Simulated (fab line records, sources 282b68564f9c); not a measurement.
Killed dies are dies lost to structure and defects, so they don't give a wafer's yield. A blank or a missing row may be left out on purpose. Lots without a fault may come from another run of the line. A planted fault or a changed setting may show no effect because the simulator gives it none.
Which tool did it? | flow rit_cmos | 14 lots, 42 wafers sampled, at 3 steps of a route of 202

WHAT THE GAUGES READ, wafer by wafer
RIT_NSD_OVL_MEAS_06. Usual: NSD_OVL 0.4 nm, standard deviation 1.1.
lot  | measured    | on         | NSD_OVL (nm)   | flag
L510 | day 3 01:46 | overlay-01 | 0.8 -0.7 0.3   |
L511 | day 3 03:59 | overlay-02 | 2.8 2.0 2.2    |
L512 | day 3 10:35 | overlay-01 | 1.8 1.2 1.3    |
L513 | day 3 14:01 | overlay-01 | 1.3 1.1 0.8    |
L517 | day 4 10:39 | overlay-02 | 0.9 -1.1 0.3   |
L518 | day 4 14:44 | overlay-02 | 1.5 2.7 2.5    |
L519 | day 4 20:59 | overlay-01 | 0.3 -0.7 -0.3  |
L520 | day 5 01:38 | overlay-02 | - - -          | OFF
L521 | day 5 06:29 | overlay-01 | - - -          | OFF
L527 | day 6 12:35 | overlay-02 | 0.3 0.9 0.3    |
L530 | day 7 04:18 | overlay-01 | -2.3 0.3 -1.8  |
L531 | day 7 07:41 | overlay-01 | -0.3 -3.4 -1.2 |
L532 | day 7 12:24 | overlay-01 | 0.9 1.9 0.7    |
L533 | day 7 16:59 | overlay-02 | -0.7 0.1 0.0   |

RIT_PSD_TW_MEAS_10. Usual: PSD_TW 3437, standard deviation 20.
lot  | measured    | on            | PSD_TW         | flag
L510 | day 3 04:01 | film_metro-02 | 3462 3449 3435 |
L511 | day 3 05:55 | film_metro-02 | 3432 3423 3428 |
L512 | day 3 12:32 | film_metro-03 | 3449 3438 3447 |
L513 | day 3 15:57 | film_metro-01 | 3395 3389 3402 |
L517 | day 4 12:35 | film_metro-01 | 3422 3408 3414 |
L518 | day 4 16:48 | film_metro-01 | 3417 3412 3416 |
L519 | day 4 23:03 | film_metro-03 | 3438 3449 3453 |
L520 | day 5 03:34 | film_metro-03 | 3645 3632 3641 | OFF
L521 | day 5 08:33 | film_metro-01 | 3620 3640 3618 | OFF
L527 | day 6 14:31 | film_metro-02 | 3453 3442 3448 |
L530 | day 7 06:22 | film_metro-02 | 3473 3474 3457 |
L531 | day 7 09:45 | film_metro-03 | 3418 3430 3426 |
L532 | day 7 14:34 | film_metro-03 | 3416 3435 3435 |
L533 | day 7 19:15 | film_metro-02 | 3447 3451 3461 |

WHICH TOOL RAN EACH LOT (tool, then ch and the chambers of the sampled wafers, then the start)
lot  | RIT_NSD_COAT_01
L510 | litho_track-02 ch 0, day 3 01:07
L511 | litho_track-03 ch 0, day 3 03:10
L512 | litho_track-02 ch 0, day 3 09:53
L513 | litho_track-03 ch 0, day 3 13:19
L517 | litho_track-03 ch 0, day 4 09:59
L518 | litho_track-01 ch 0, day 4 13:56
L519 | litho_track-03 ch 0, day 4 20:12
L520 | litho_track-03, day 5 00:49
L521 | litho_track-03, day 5 05:39
L527 | litho_track-02 ch 0, day 6 11:55
L530 | litho_track-01 ch 0, day 7 03:28
L531 | litho_track-03 ch 0, day 7 06:59
L532 | litho_track-03 ch 0, day 7 11:43
L533 | litho_track-01 ch 0, day 7 16:17
- RIT_NSD_COAT_01: resist thk 1000 nm.

WHAT THE TOOLS THEMSELVES READ (means of the sampled wafers that have a number; where no wafer has one, the mark that the record gives instead)
RIT_NSD_COAT_01. Usual: chill_plate_temp_C 23.00 C, standard deviation 0.099; dispense_pressure_kPa 53 kPa, standard deviation 4.
lot  | tool           | chill_plate_temp_C (C) | dispense_pressure_kPa (kPa) | flag
L510 | litho_track-02 | 22.97                  | 49                          |
L511 | litho_track-03 | 22.93                  | 57                          |
L512 | litho_track-02 | 22.92                  | 49                          |
L513 | litho_track-03 | 22.92                  | 57                          |
L517 | litho_track-03 | 23.09                  | 57                          |
L518 | litho_track-01 | 23.01                  | 50                          |
L519 | litho_track-03 | 22.98                  | 57                          |
L520 | litho_track-03 | -                      | -                           | OFF
L521 | litho_track-03 | -                      | -                           | OFF
L527 | litho_track-02 | 23.06                  | 49                          |
L530 | litho_track-01 | 23.02                  | 50                          |
L531 | litho_track-03 | 22.98                  | 57                          |
L532 | litho_track-03 | 23.15                  | 57                          |
L533 | litho_track-01 | 22.85                  | 50                          |

THE ANSWER, worked out from the rows above alone
Rule: a lot is off if the mean of its wafers that have a number lies more than 3 standard deviations from the usual mean. A lot without any number at a reading at which 4 lots or more have one is off too. The other lots that the step has rows for count as sound. The gauges are gone through in route order, then the tools' own readings, and for those a lot's mean is taken as printed above. The first step at which some lot is off is used, and at that step the reading that is off furthest; a lot without a number counts as furthest.
Off: L520, L521, at RIT_NSD_OVL_MEAS_06 (NSD_OVL). Without a number there: L520, L521.
A tool fits if, at a process step before that reading, it ran every lot that is off, and no sound lot after the first of them. The gauges at RIT_NSD_OVL_MEAS_06 aren't tried: what is off there is off at RIT_PSD_TW_MEAS_10 too, on other tools, and a gauge's error can't cause that. None of those tried fits.

WHAT THE SIMULATOR HAD PUT IN
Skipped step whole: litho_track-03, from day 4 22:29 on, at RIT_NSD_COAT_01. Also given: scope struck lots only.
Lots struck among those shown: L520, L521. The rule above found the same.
